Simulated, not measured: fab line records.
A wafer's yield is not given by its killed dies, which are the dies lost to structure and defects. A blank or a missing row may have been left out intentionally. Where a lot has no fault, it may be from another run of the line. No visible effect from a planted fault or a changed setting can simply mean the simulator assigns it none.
Shared-tool check	flow rit_cmos	Lots sampled 14, wafers sampled 48

## REASON FOR OPENING
At RIT_NLDD_TW_MEAS_10 the reading NLDD_TW is flagged on 2 of 14 lots. Fault-free wafers read 2504, with a standard deviation of 14.
Rule: a lot is flagged when every wafer of it that has a number lies more than 4 standard deviations from that mean, or none has a number. The other lots count as sound.

lot	measured	on	NLDD_TW, wafer by wafer	flag
L179	day 2 22:04	film_metro-01	2498 2498 2513	
L181	day 3 05:40	film_metro-04	2511 2510 2527	
L182	day 3 10:50	film_metro-04	2535 2525 2538	
L183	day 3 14:43	film_metro-01	2486 2489 2487	
L184	day 3 18:34	film_metro-04	2528 2520 2515	
L186	day 4 09:27	film_metro-01	2482 2494 2501	
L187	day 4 11:55	film_metro-04	2511 2500 2514	
L188	day 4 15:31	film_metro-02	2505 2503 2499	
L192	day 5 12:31	film_metro-02	2717 2689 2710 2689 2698 2695	FLAGGED
L193	day 5 16:50	film_metro-02	2695 2696 2694 2691 2697 2694	FLAGGED
L194	day 5 23:07	film_metro-01	2478 2501 2484	
L195	day 6 06:12	film_metro-04	2511 2520 2512	
L196	day 6 19:29	film_metro-02	2507 2502 2514	
L202	day 8 16:34	film_metro-01	2504 2486 2494	
On average the flagged lots' numbers are 2697, which is +193 against the usual, or +14 standard deviations.

## LOT BY LOT: THE TOOL USED
The record keeps 1 process step preceding the reading, out of 202 steps on the route. Every cell lists first the tool, next ch and the chambers used by the sampled wafers, and last the start.
lot	flag	RIT_NLDD_IMPLANT_08
L179		implanter-04 ch 0, day 2 21:47
L181		implanter-01 ch 0, day 3 05:22
L182		implanter-04 ch 0, day 3 10:31
L183		implanter-03 ch 0, day 3 14:23
L184		implanter-01 ch 0, day 3 18:16
L186		implanter-03 ch 0, day 4 09:08
L187		implanter-04 ch 0, day 4 11:35
L188		implanter-03 ch 0, day 4 15:14
L192	FLAGGED	implanter-03 ch 0, day 5 12:14
L193	FLAGGED	implanter-03 ch 0, day 5 16:32
L194		implanter-04 ch 0, day 5 22:48
L195		implanter-01 ch 0, day 6 05:55
L196		implanter-04 ch 0, day 6 19:11
L202		implanter-03 ch 0, day 8 16:16
What is done by these steps:
- RIT_NLDD_IMPLANT_08
- RIT_NLDD_TW_MEAS_10

## FLAGGED OVER TOTAL, TOOL BY TOOL (the gauges that took the reading come last)
step	tool	lots run	flagged	share of the flagged lots	sound lots run after its first flagged lot
RIT_NLDD_IMPLANT_08	implanter-01	3	0	none	-
RIT_NLDD_IMPLANT_08	implanter-03	6	2	all	1 (L202)
RIT_NLDD_IMPLANT_08	implanter-04	5	0	none	-
RIT_NLDD_TW_MEAS_10	film_metro-01	5	0	none	-
RIT_NLDD_TW_MEAS_10	film_metro-02	4	2	all	1 (L196)
RIT_NLDD_TW_MEAS_10	film_metro-04	5	0	none	-

## THE TABLE: WHAT IT ALLOWS
Table rows that saw every flagged lot: 2, namely implanter-03 at RIT_NLDD_IMPLANT_08 and film_metro-02 at RIT_NLDD_TW_MEAS_10.
- implanter-03 at RIT_NLDD_IMPLANT_08: 2 of its 6 lots flagged. Lots that were sound ran on it after the first flagged one (L202); a persistent fault on the entire tool would not allow that. Its own readings lie more than 4 standard deviations out on every wafer of the flagged lots: beam_energy_keV.
- film_metro-02 at RIT_NLDD_TW_MEAS_10: 2 of its 4 lots flagged. Lots that were sound ran on it after the first flagged one (L196); a persistent fault on the entire tool would not allow that.
Every row of the table either missed a flagged lot or ran a sound lot after the first.

## WHAT WAS PUT IN BY THE SIMULATOR
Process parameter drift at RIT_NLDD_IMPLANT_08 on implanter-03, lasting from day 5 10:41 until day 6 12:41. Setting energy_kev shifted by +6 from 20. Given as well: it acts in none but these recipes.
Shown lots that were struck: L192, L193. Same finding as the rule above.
